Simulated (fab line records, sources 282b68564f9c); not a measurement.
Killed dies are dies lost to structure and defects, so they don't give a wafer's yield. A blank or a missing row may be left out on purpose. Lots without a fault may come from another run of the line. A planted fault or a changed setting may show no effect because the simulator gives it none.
A struck lot beside a sound one | flow rit_cmos | 16 steps out of a route of 202
Sound: wafers L883.2, L883.4, L883.5. Struck: wafers L879.1, L879.2, L879.6. The cause comes at the end.
At each step with rows: each side's tool, then ch and its chambers, then its first start. Under that, the readings that differ: sound wafers | struck wafers | difference of the means | sigmas: that difference in standard deviations of wafers without a fault.
alike: readings whose means differ by less than 2 such deviations, and words and numbers that are the same on both sides. not compared: withheld readings, readings that some wafer has no value for, bounds like >300 that may hide the same value, and numbers for which the record gives no deviation and whose values overlap.
The two part at a step that has a row with sigmas, a row that says differs or no value, or rows on one side only. Numbers that don't overlap but have no deviation are shown without sigmas and don't part them. A reading that every wafer of one side lacks parts them only if that side has two wafers or more.

first, 4 steps without rows for these wafers: RIT_ACTIVE_SOFTBAKE_07 (time 60 s); RIT_ACTIVE_EXPOSE_08 (exposes mask M1, target cd 1400 nm); RIT_ACTIVE_PEB_09; RIT_ACTIVE_DEVELOP_10 (develop time 50 s).
RIT_ACTIVE_CD_MEAS_11: target cd 1400 nm.
  sound on cd_sem-01, day 5 09:06; struck on cd_sem-01, day 4 12:26
  alike: cd_nm
then, 1 step without rows for these wafers: RIT_ACTIVE_HARDBAKE_12 (time 60 s).
RIT_ACTIVE_ETCH_13: etches Si3N4 in SF6, stops on SiO2, time 210 s, target depth 210 nm.
  sound on rie_diel-03 ch 1,2, day 5 09:21; struck on rie_diel-04 ch 0,2,3, day 4 12:43
  alike: SF6_flow_sccm, drypump_motor_current_A, oes_product_au, throttle_valve_pct
  not compared: rf_hours_counter_h
RIT_ACTIVE_STRIP_14: strips in O2, time 180 s.
  sound on plasma_asher-03 ch 1, day 5 09:29; struck on plasma_asher-01 ch 0,1, day 4 12:50
  alike: drypump_motor_current_A
  not compared: rf_hours_counter_h
RIT_ACTIVE_CD_MEAS_90: target cd 1400 nm.
  sound on cd_sem-01, day 5 09:41; struck on cd_sem-02, day 4 13:01
  alike: cd_nm
then, 3 steps without rows for these wafers: RIT_ACTIVE_CLEAN_15 (cleans in SC1, time 600 s); RIT_ACTIVE_CLEAN_16 (cleans in dHF, time 30 s); RIT_ACTIVE_CLEAN_17 (cleans in SC2, time 600 s).
RIT_FOX1_OXIDATION_00: target thk 350.7 nm, ox time 1130 s.
  sound on furnace-01 ch 0, day 5 10:56; struck on furnace-03 ch 0, day 4 15:08
  reading                                     | sound                | struck               | difference | sigmas
  spike_tc_centre_C (C)                       | 1100.3 1102.3 1101.4 | 1140.4 1139.7 1138.8 | +38.3      | +18
  spike_tc_load_C (C)                         | 1128.0 1129.3 1130.0 | 1167.4 1167.0 1166.6 | +37.9      | +18
  spike_tc_source_C (C)                       | 1126.4 1127.0 1125.6 | 1161.6 1161.2 1158.9 | +34.2      | +16
  tube_center_temp_C (C)                      | 1099.8 1100 1100.1   | 1134.9 1134.9 1134.8 | +34.9      | +99 or more
  tube_center_temp_C_max                      | 1103.1 1103.3 1102.2 | 1138.0 1137.4 1137.4 | +34.7      | +81
  zone_power_source_pct (%)                   | 49 49 50             | 42 41 41             | -8         | -2
  model.SiO2_of_FOX1_OXIDATION_00.thk_nm (nm) | 336.8 337.8 333.4    | 393.7 394.4 397      | +59.0      |
RIT_FOX1_THK_MEAS_01:
  sound on film_metro-02, day 5 12:15; struck on film_metro-04, day 4 16:26
  reading             | sound       | struck      | difference | sigmas
  FOX1_OXIDE_THK (nm) | 337 338 333 | 394 394 397 | +59        | +10
then, 1 step without rows for these wafers: RIT_FOX1_WET_ETCH_02 (etches SiO2 in BOE, target depth 350 nm, time 390 s).
RIT_M1_PROBE_99:
  the record has rows for the struck wafers here (prober-02, day 6 09:46) and none for the sound ones

WHERE THEY PART
First at RIT_FOX1_OXIDATION_00; last, within this record, at RIT_M1_PROBE_99.

WHY: what the simulator had put in
Process parameter drift: furnace-03, from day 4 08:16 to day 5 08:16, at RIT_FOX1_OXIDATION_00. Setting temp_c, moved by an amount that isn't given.
